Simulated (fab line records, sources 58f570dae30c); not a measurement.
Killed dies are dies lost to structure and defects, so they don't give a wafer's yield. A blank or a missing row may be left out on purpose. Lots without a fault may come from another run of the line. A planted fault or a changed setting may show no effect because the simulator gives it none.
Which tool did it? | flow berkeley_cmos170 | 14 lots, 42 wafers sampled, at 6 steps of a route of 331

WHAT THE GAUGES READ, wafer by wafer
UCB170_PSD_TW_MEAS_10. Usual: PSD_TW 2327, standard deviation 14.
lot  | measured     | on            | PSD_TW         | flag
L133 | day 6 21:14  | film_metro-04 | 2333 2319 2327 |
L134 | day 6 21:31  | film_metro-03 | 2321 2312 2328 |
L135 | day 7 11:32  | film_metro-01 | 2324 2326 2327 |
L140 | day 7 20:26  | film_metro-04 | 2325 2327 2342 |
L138 | day 7 20:40  | film_metro-03 | 2309 2325 2304 |
L142 | day 8 17:45  | film_metro-03 | 2355 2354 2349 |
L141 | day 8 18:28  | film_metro-03 | 2362 2354 2354 |
L145 | day 9 01:22  | film_metro-04 | 2322 2318 2326 |
L148 | day 9 10:07  | film_metro-01 | 2309 2322 2313 |
L146 | day 9 10:14  | film_metro-04 | 2322 2333 2322 |
L149 | day 9 19:17  | film_metro-01 | 2331 2325 2322 |
L151 | day 10 07:43 | film_metro-04 | 2312 2312 2310 |
L153 | day 10 11:38 | film_metro-01 | 2310 2304 2299 |
L155 | day 10 22:55 | film_metro-04 | 2327 2331 2328 |

UCB170_CONTACT_OVL_MEAS_16. Usual: CONTACT_OVL 0 nm, standard deviation 5.3.
lot  | measured     | on         | CONTACT_OVL (nm) | flag
L133 | day 7 09:18  | overlay-01 | 1 -3 3           |
L134 | day 7 09:04  | overlay-01 | -1 1 -1          |
L135 | day 7 21:33  | overlay-01 | 6 8 9            |
L140 | day 8 04:24  | overlay-01 | 4 6 10           |
L138 | day 8 04:42  | overlay-02 | -6 -1 -4         |
L142 | day 9 04:32  | overlay-01 | 0 4 -1           |
L141 | day 9 05:06  | overlay-02 | -5 -4 -3         |
L145 | day 9 10:13  | overlay-02 | 1 -5 -4          |
L148 | day 9 20:43  | overlay-02 | -8 -5 -8         |
L146 | day 9 20:26  | overlay-01 | -4 -3 -8         |
L149 | day 10 05:32 | overlay-01 | 2 -3 6           |
L151 | day 10 18:41 | overlay-01 | -6 -1 -1         |
L153 | day 11 01:29 | overlay-02 | -2 5 1           |
L155 | day 11 10:07 | overlay-01 | -6 -8 -3         |

UCB170_M1_RS_MEAS_01: measures by four-point-probe. Usual: M1_AL_RS 0.0486 ohm/sq, standard deviation 0.00049.
lot  | measured     | on            | M1_AL_RS (ohm/sq)    | flag
L133 | day 7 10:09  | film_metro-03 | 0.0486 0.0485 0.0483 |
L134 | day 7 10:07  | film_metro-01 | 0.0486 0.0488 0.0488 |
L135 | day 7 22:13  | film_metro-01 | 0.0491 0.0486 0.0492 |
L140 | day 8 05:07  | film_metro-01 | 0.0490 0.0489 0.0488 |
L138 | day 8 05:23  | film_metro-04 | 0.0487 0.0481 0.0483 |
L142 | day 9 05:12  | film_metro-04 | 0.0478 0.0481 0.0485 |
L141 | day 9 05:46  | film_metro-03 | 0.0484 0.0482 0.0927 | OFF
L145 | day 9 10:52  | film_metro-03 | 0.0939 0.0482 0.0941 | OFF
L148 | day 9 21:23  | film_metro-03 | 0.0498 0.0496 0.0499 |
L146 | day 9 21:07  | film_metro-04 | 0.0482 0.0485 0.0485 |
L149 | day 10 06:13 | film_metro-01 | 0.0479 0.0484 0.0485 |
L151 | day 10 19:23 | film_metro-03 | 0.0489 0.0483 0.0482 |
L153 | day 11 02:11 | film_metro-04 | 0.0484 0.0485 0.0485 |
L155 | day 11 10:49 | film_metro-03 | 0.0486 0.0484 0.0489 |

UCB170_M1_THK_MEAS_02: measures by xrf. Usual: M1_AL_THK 596 nm, standard deviation 6.2.
lot  | measured     | on            | M1_AL_THK (nm) | flag
L133 | day 7 10:15  | film_metro-03 | 594 592 594    |
L134 | day 7 10:14  | film_metro-01 | 601 597 598    |
L135 | day 7 22:20  | film_metro-01 | 594 598 590    |
L140 | day 8 05:13  | film_metro-01 | 593 592 598    |
L138 | day 8 05:30  | film_metro-04 | 595 595 594    |
L142 | day 9 05:19  | film_metro-04 | 601 603 596    |
L141 | day 9 05:53  | film_metro-03 | 598 600 317    | OFF
L145 | day 9 10:59  | film_metro-03 | 314 600 312    | OFF
L148 | day 9 21:30  | film_metro-03 | 586 582 577    |
L146 | day 9 21:14  | film_metro-04 | 605 594 598    |
L149 | day 10 06:19 | film_metro-01 | 612 603 599    |
L151 | day 10 19:29 | film_metro-03 | 593 598 600    |
L153 | day 11 02:17 | film_metro-04 | 593 594 591    |
L155 | day 11 10:56 | film_metro-03 | 595 596 588    |

WHICH TOOL RAN EACH LOT (tool, then ch and the chambers of the sampled wafers, then the start)
lot  | UCB170_CONTACT_ETCH_17             | UCB170_M1_SPUTTER_00
L133 | rie_diel-03 ch 0,2, day 7 09:19    | pvd_sputter-04, day 7 10:03
L134 | rie_diel-04 ch 0,2, day 7 09:06    | pvd_sputter-03, day 7 10:03
L135 | rie_diel-04 ch 0,2, day 7 21:35    | pvd_sputter-04, day 7 22:10
L140 | rie_diel-04 ch 1,2, day 8 04:25    | pvd_sputter-04, day 8 05:01
L138 | rie_diel-02 ch 0,1,2, day 8 04:44  | pvd_sputter-03, day 8 05:19
L142 | rie_diel-02 ch 1,3, day 9 04:34    | pvd_sputter-02, day 9 05:07
L141 | rie_diel-04 ch 0,1, day 9 05:08    | pvd_sputter-04, day 9 05:42
L145 | rie_diel-02 ch 0,1,3, day 9 10:15  | pvd_sputter-04, day 9 10:49
L148 | rie_diel-04 ch 0,1,2, day 9 20:45  | pvd_sputter-02, day 9 21:19
L146 | rie_diel-02 ch 1,2,3, day 9 20:29  | pvd_sputter-03, day 9 21:04
L149 | rie_diel-03 ch 1,3, day 10 05:33   | pvd_sputter-03, day 10 06:07
L151 | rie_diel-04 ch 0,3, day 10 18:43   | pvd_sputter-03, day 10 19:17
L153 | rie_diel-04 ch 1,3, day 11 01:31   | pvd_sputter-02, day 11 02:05
L155 | rie_diel-04 ch 0,1,3, day 11 10:10 | pvd_sputter-03, day 11 10:44
- UCB170_CONTACT_ETCH_17: etches BARC in N2/H2.
- UCB170_M1_SPUTTER_00: material Al, target thk 600 nm, time 80 s.

WHAT THE TOOLS THEMSELVES READ (means of the sampled wafers that have a number; where no wafer has one, the mark that the record gives instead)
UCB170_CONTACT_ETCH_17. Usual: drypump_motor_current_A 5.8 A, standard deviation 0.43; oes_product_au 0.997 a.u., standard deviation 0.021; throttle_valve_pct 13.25 %, standard deviation 0.17.
lot  | tool        | drypump_motor_current_A (A) | oes_product_au (a.u.) | throttle_valve_pct (%) | flag
L133 | rie_diel-03 | 5.4                         | 0.989                 | 13.31                  |
L134 | rie_diel-04 | 6.0                         | 0.980                 | 13.17                  |
L135 | rie_diel-04 | 5.7                         | 0.987                 | 13.33                  |
L140 | rie_diel-04 | 6.1                         | 0.999                 | 13.14                  |
L138 | rie_diel-02 | 5.7                         | 0.997                 | 13.35                  |
L142 | rie_diel-02 | 5.7                         | 0.985                 | 13.28                  |
L141 | rie_diel-04 | 6.4                         | 0.978                 | 12.98                  |
L145 | rie_diel-02 | 5.6                         | 0.992                 | 13.29                  |
L148 | rie_diel-04 | 6.1                         | 0.995                 | 13.15                  |
L146 | rie_diel-02 | 5.9                         | 1.000                 | 13.33                  |
L149 | rie_diel-03 | 5.8                         | 0.998                 | 13.32                  |
L151 | rie_diel-04 | 5.7                         | 1.012                 | 13.23                  |
L153 | rie_diel-04 | 5.8                         | 1.022                 | 13.21                  |
L155 | rie_diel-04 | 6.0                         | 0.998                 | 13.10                  |

UCB170_M1_SPUTTER_00. Usual: throttle_valve_pct 30.3 %, standard deviation 0.96.
lot  | tool           | throttle_valve_pct (%) | flag
L133 | pvd_sputter-04 | 29.9                   |
L134 | pvd_sputter-03 | 29.8                   |
L135 | pvd_sputter-04 | 31.2                   |
L140 | pvd_sputter-04 | 31.8                   |
L138 | pvd_sputter-03 | 29.7                   |
L142 | pvd_sputter-02 | 30.8                   |
L141 | pvd_sputter-04 | 30.9                   |
L145 | pvd_sputter-04 | 30.6                   |
L148 | pvd_sputter-02 | 30.8                   |
L146 | pvd_sputter-03 | 29.5                   |
L149 | pvd_sputter-03 | 30.1                   |
L151 | pvd_sputter-03 | 29.9                   |
L153 | pvd_sputter-02 | 31.0                   |
L155 | pvd_sputter-03 | 29.8                   |

THE ANSWER, worked out from the rows above alone
Rule: a lot is off if the mean of its wafers that have a number lies more than 3 standard deviations from the usual mean. A lot without any number at a reading at which 4 lots or more have one is off too. The other lots that the step has rows for count as sound. The gauges are gone through in route order, then the tools' own readings, and for those a lot's mean is taken as printed above. The first step at which some lot is off is used, and at that step the reading that is off furthest; a lot without a number counts as furthest.
Off: L141, L145, at UCB170_M1_RS_MEAS_01 (M1_AL_RS).
A tool fits if, at a process step before that reading, it ran every lot that is off, and no sound lot after the first of them. The gauges at UCB170_M1_RS_MEAS_01 are tried like those tools. One fits: pvd_sputter-04 at UCB170_M1_SPUTTER_00. Its last sound lot is L140 (day 8 05:01), its first lot that is off L141 (day 9 05:42): a fault that began between those two fits.

WHAT THE SIMULATOR HAD PUT IN
Process parameter drift: pvd_sputter-04, from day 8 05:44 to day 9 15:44, at UCB170_M1_SPUTTER_00. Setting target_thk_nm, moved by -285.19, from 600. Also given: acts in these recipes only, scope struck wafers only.
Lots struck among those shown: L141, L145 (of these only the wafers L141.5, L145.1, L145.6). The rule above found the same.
